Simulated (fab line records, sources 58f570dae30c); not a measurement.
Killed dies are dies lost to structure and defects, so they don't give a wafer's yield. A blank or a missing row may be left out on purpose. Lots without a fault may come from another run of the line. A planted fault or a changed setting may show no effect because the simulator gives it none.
Which tool did it? | flow berkeley_cmos170 | 14 lots, 42 wafers sampled, at 5 steps of a route of 331

WHAT THE GAUGES READ, wafer by wafer
UCB170_START_BOW_MEAS_00.
lot  | measured    | on            | INCOMING_BOW (um)
L651 | day 1 10:00 | film_metro-04 | -4 -4 -12
L652 | day 1 15:00 | film_metro-04 | 7 -5 -5
L653 | day 1 20:02 | film_metro-04 | 0 2 -2
L654 | day 2 01:00 | film_metro-02 | 2 7 -11
L655 | day 2 06:02 | film_metro-04 | 3 6 -3
L658 | day 2 21:00 | film_metro-02 | -1 5 -18
L660 | day 3 07:01 | film_metro-02 | -4 -6 -2
L662 | day 3 17:01 | film_metro-03 | 0 4 -2
L663 | day 3 22:00 | film_metro-03 | -12 4 2
L665 | day 4 08:00 | film_metro-03 | -7 -2 1
L668 | day 4 23:01 | film_metro-02 | 1 5 -3
L670 | day 5 09:00 | film_metro-04 | -3 1 3
L671 | day 5 14:04 | film_metro-04 | 17 1 2
L674 | day 6 05:01 | film_metro-03 | 7 4 -7

UCB170_PWELL_TW_MEAS_17.
lot  | measured    | on            | PWELL_TW
L651 | day 3 18:16 | film_metro-01 | 377.5 379.5 379.8
L652 | day 3 18:33 | film_metro-02 | 378.4 378.6 378.6
L653 | day 3 18:20 | film_metro-04 | 383.2 380.7 380.5
L654 | day 3 18:34 | film_metro-01 | 379.6 379.1 378.4
L655 | day 4 06:24 | film_metro-01 | 377.7 378.4 378.4
L658 | day 4 20:35 | film_metro-04 | 381.6 384.4 383.2
L660 | day 5 08:23 | film_metro-04 | 379.5 378.5 379.5
L662 | day 5 21:52 | film_metro-01 | 366.0 364.2 366.9
L663 | day 5 21:50 | film_metro-02 | 382.0 381.3 378.2
L665 | day 6 04:20 | film_metro-01 | 362.5 361.1 361.8
L668 | day 7 02:13 | film_metro-01 | 377.8 378.6 379.2
L670 | day 7 17:22 | film_metro-01 | 377.8 376.6 377.8
L671 | day 7 17:09 | film_metro-04 | 377.0 375.1 374.9
L674 | day 8 08:01 | film_metro-04 | 378.9 381.4 380.7

UCB170_PLDD_OVL_MEAS_07.
lot  | measured     | on         | PLDD_OVL (nm)
L651 | day 7 14:19  | overlay-01 | -2 -2 -9
L652 | day 7 14:13  | overlay-02 | 3 -4 -4
L653 | day 7 14:37  | overlay-02 | -8 -4 -11
L654 | day 7 14:03  | overlay-02 | 2 1 -3
L655 | day 8 06:28  | overlay-02 | -11 -8 -13
L658 | day 8 19:50  | overlay-02 | -9 -7 -8
L660 | day 9 10:26  | overlay-01 | 2 -2 -4
L662 | day 9 21:18  | overlay-02 | -8 -9 -6
L663 | day 9 10:10  | overlay-02 | 0 -4 -2
L665 | day 9 21:54  | overlay-01 | 3 -3 1
L668 | day 10 20:11 | overlay-01 | -10 -6 -1
L670 | day 11 12:17 | overlay-02 | 0 -5 -4
L671 | day 11 12:15 | overlay-01 | -4 -5 2
L674 | day 12 02:40 | overlay-02 | -4 2 3

UCB170_NLDD_CD_MEAS_06: target cd 1200 nm.
lot  | measured     | on        | cd_nm (nm)
L651 | day 7 16:11  | cd_sem-01 | 1202.3 1203.1 1204.1
L652 | day 7 15:56  | cd_sem-02 | 1196.3 1197.8 1196.4
L653 | day 7 16:28  | cd_sem-02 | 1198.5 1198.5 1197.5
L654 | day 7 15:45  | cd_sem-01 | 1200.6 1201.2 1201.5
L655 | day 8 08:13  | cd_sem-02 | 1199.8 1199.3 1200.8
L658 | day 8 21:48  | cd_sem-01 | 1198.7 1197.9 1199.0
L660 | day 9 12:11  | cd_sem-02 | 1200.2 1199.2 1198.4
L662 | day 10 00:42 | cd_sem-02 | 1198.9 1198.8 1200.2
L663 | day 9 11:55  | cd_sem-01 | 1202.2 1201.9 1202.0
L665 | day 10 00:42 | cd_sem-01 | 1197.4 1196.4 1197.7
L668 | day 10 22:32 | cd_sem-02 | 1199.5 1199.9 1199.6
L670 | day 11 13:59 | cd_sem-01 | 1198.6 1198.2 1199.6
L671 | day 11 13:48 | cd_sem-02 | 1198.8 1199.6 1199.8
L674 | day 12 04:35 | cd_sem-02 | 1200.3 1200.4 1198.6

WHICH TOOL RAN EACH LOT (tool, then ch and the chambers of the sampled wafers, then the start)
lot  | UCB170_PWELL_IMPLANT_15
L651 | implanter-04 ch 0, day 3 18:01
L652 | implanter-01 ch 0, day 3 18:18
L653 | implanter-03 ch 0, day 3 18:07
L654 | implanter-04 ch 0, day 3 18:19
L655 | implanter-01 ch 0, day 4 06:11
L658 | implanter-03 ch 0, day 4 20:20
L660 | implanter-03 ch 0, day 5 08:08
L662 | implanter-03 ch 0, day 5 21:38
L663 | implanter-04 ch 0, day 5 21:35
L665 | implanter-03 ch 0, day 6 04:05
L668 | implanter-04 ch 0, day 7 01:59
L670 | implanter-04 ch 0, day 7 17:07
L671 | implanter-04 ch 0, day 7 16:57
L674 | implanter-04 ch 0, day 8 07:47
- UCB170_PWELL_IMPLANT_15

WHAT THE TOOLS THEMSELVES READ (means of the sampled wafers that have a number; where no wafer has one, the mark that the record gives instead)
UCB170_PWELL_IMPLANT_15.
lot  | tool         | dose_ions_cm2 | faraday_current_uA | tilt_deg (degrees)
L651 | implanter-04 | 4.998e+12     | 15.7               | 7.013
L652 | implanter-01 | 5.002e+12     | 15.7               | 7.027
L653 | implanter-03 | 4.993e+12     | 15.7               | 7.022
L654 | implanter-04 | 4.996e+12     | 15.8               | 6.998
L655 | implanter-01 | 5.003e+12     | 15.8               | 7.004
L658 | implanter-03 | 5.001e+12     | 16.3               | 7.008
L660 | implanter-03 | 4.998e+12     | 16.1               | 6.993
L662 | implanter-03 | 4.393e+12     | 14.1               | 6.998
L663 | implanter-04 | 4.996e+12     | 15.9               | 7.030
L665 | implanter-03 | 4.402e+12     | 13.6               | 6.995
L668 | implanter-04 | 5.001e+12     | 15.7               | 7.003
L670 | implanter-04 | 4.996e+12     | 15.8               | 6.979
L671 | implanter-04 | 4.996e+12     | 15.7               | 7.011
L674 | implanter-04 | 5.001e+12     | 15.8               | 7.010

THE ANSWER, worked out from the rows above alone
Rule: what is usual is taken from the lots themselves. Put in order of their means at a reading, lots are off if they are a third of the lots or fewer, leave a main group of 4 or more, and stand apart from it by a gap of 3 or more times the standard deviation of the main group's means; of several such gaps the widest counts. A main group whose means are all the same, to the digits that the tables above print for the reading, isn't used. A lot without any number at a reading at which 4 lots or more have one is off too. The other lots that the step has rows for count as sound. The gauges are gone through in route order, then the tools' own readings, and for those a lot's mean is taken as printed above. The first step at which some lot is off is used, and at that step the reading that is off furthest; a lot without a number counts as furthest.
Off: L662, L665, at UCB170_PWELL_TW_MEAS_17 (PWELL_TW). The main group: mean 379.2, standard deviation 1.8.
A tool fits if, at a process step before that reading, it ran every lot that is off, and no sound lot after the first of them. The gauges at UCB170_PWELL_TW_MEAS_17 aren't tried: what is off there is off at UCB170_PWELL_IMPLANT_15 too, on other tools, and a gauge's error can't cause that. One fits: implanter-03 at UCB170_PWELL_IMPLANT_15. Its last sound lot is L660 (day 5 08:08), its first lot that is off L662 (day 5 21:38): a fault that began between those two fits.
The tool's own readings at UCB170_PWELL_IMPLANT_15 bear it out: on the lots that are off they differ by more than 5 times the standard deviation of the sound lots' means. dose_ions_cm2 reads 4.398e+12 there against 4.998e+12 on the sound lots; faraday_current_uA reads 13.8 there against 15.8 on the sound lots.

WHAT THE SIMULATOR HAD PUT IN
Process parameter drift: implanter-03, from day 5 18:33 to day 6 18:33, at UCB170_PWELL_IMPLANT_15. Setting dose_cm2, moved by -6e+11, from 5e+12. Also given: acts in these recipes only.
Lots struck among those shown: L662, L665. The rule above found the same.
